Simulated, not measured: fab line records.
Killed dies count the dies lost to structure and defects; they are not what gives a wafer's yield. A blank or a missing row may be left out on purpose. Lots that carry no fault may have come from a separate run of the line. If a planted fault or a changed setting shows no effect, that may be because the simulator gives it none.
The tool behind it: which one? + flow berkeley_cmos170 + 24 wafers from 8 lots sampled at 2 of the route's 331 steps

== WHAT THE GAUGES READ, wafer by wafer ==
UCB170_ACTIVE_THK_MEAS_06.
| lot  | measured    | on            | ACTIVE_NITRIDE_THK (nm) |
|------|-------------|---------------|-------------------------|
| L396 | day 4 07:30 | film_metro-03 | 220.6 220.8 221.6       |
| L399 | day 5 03:49 | film_metro-04 | 221.6 222.7 221.5       |
| L403 | day 5 23:12 | film_metro-03 | 218.4 220.1 218.2       |
| L405 | day 6 11:13 | film_metro-01 | 220.2 220.9 223.5       |
| L408 | day 6 21:53 | film_metro-01 | 170.1 170.2 169.3       |
| L410 | day 7 05:24 | film_metro-01 | 169.2 169.3 167.2       |
| L415 | day 8 06:01 | film_metro-01 | 225.7 225.1 223.2       |
| L417 | day 8 19:28 | film_metro-01 | 220.0 220.8 221.1       |

== WHAT TOOL EACH LOT RAN ON (gives the tool, then ch and the chambers of the sampled wafers, and finally the start) ==
| lot  | UCB170_ACTIVE_CVD_05       |
|------|----------------------------|
| L396 | lpcvd-02 ch 0, day 4 05:34 |
| L399 | lpcvd-02 ch 0, day 5 01:53 |
| L403 | lpcvd-01 ch 1, day 5 21:16 |
| L405 | lpcvd-02 ch 0, day 6 09:17 |
| L408 | lpcvd-02 ch 0, day 6 19:57 |
| L410 | lpcvd-02 ch 1, day 7 03:19 |
| L415 | lpcvd-01 ch 0, day 8 03:08 |
| L417 | lpcvd-01 ch 1, day 8 17:32 |
- UCB170_ACTIVE_CVD_05: deposits Si3N4 from SiH2Cl2/NH3, target thk 220 nm, time 3300 s.

== THE ANSWER, worked out from the rows above alone ==
Rule: usual is defined by the lots themselves. Put in order of their means at a reading, lots are off if they are a third of the lots or fewer, leave a main group of 4 or more, and stand apart from it by a gap of 3 or more times the standard deviation of the main group's means; of several such gaps the widest counts. Not used: any main group whose means are identical at the precision the tables above print for the reading. Also off: a lot with no number at a reading for which 4 or more lots have one. Where the step has rows for the other lots, those lots are counted as sound.
Off: L408, L410, seen at UCB170_ACTIVE_THK_MEAS_06 (ACTIVE_NITRIDE_THK). The main group has a mean of 221.4 nm with a standard deviation of 1.7.
A tool fits if, at a process step before that reading, it ran every lot that is off, and no sound lot after the first of them. Those tools and the gauges at UCB170_ACTIVE_THK_MEAS_06 are tried in the same way. One fits: UCB170_ACTIVE_CVD_05 on lpcvd-02. A fault onset in the window from L405 (day 6 09:17, its last sound lot) to L408 (day 6 19:57, its first lot off) fits.

== WHAT THE SIMULATOR PUT IN ==
Site profile drift: lpcvd-02, from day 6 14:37 on, at UCB170_ACTIVE_CVD_05. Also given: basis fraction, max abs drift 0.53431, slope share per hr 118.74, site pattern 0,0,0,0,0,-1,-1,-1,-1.
Lots struck among those shown: L408, L410. The rule above found the same.
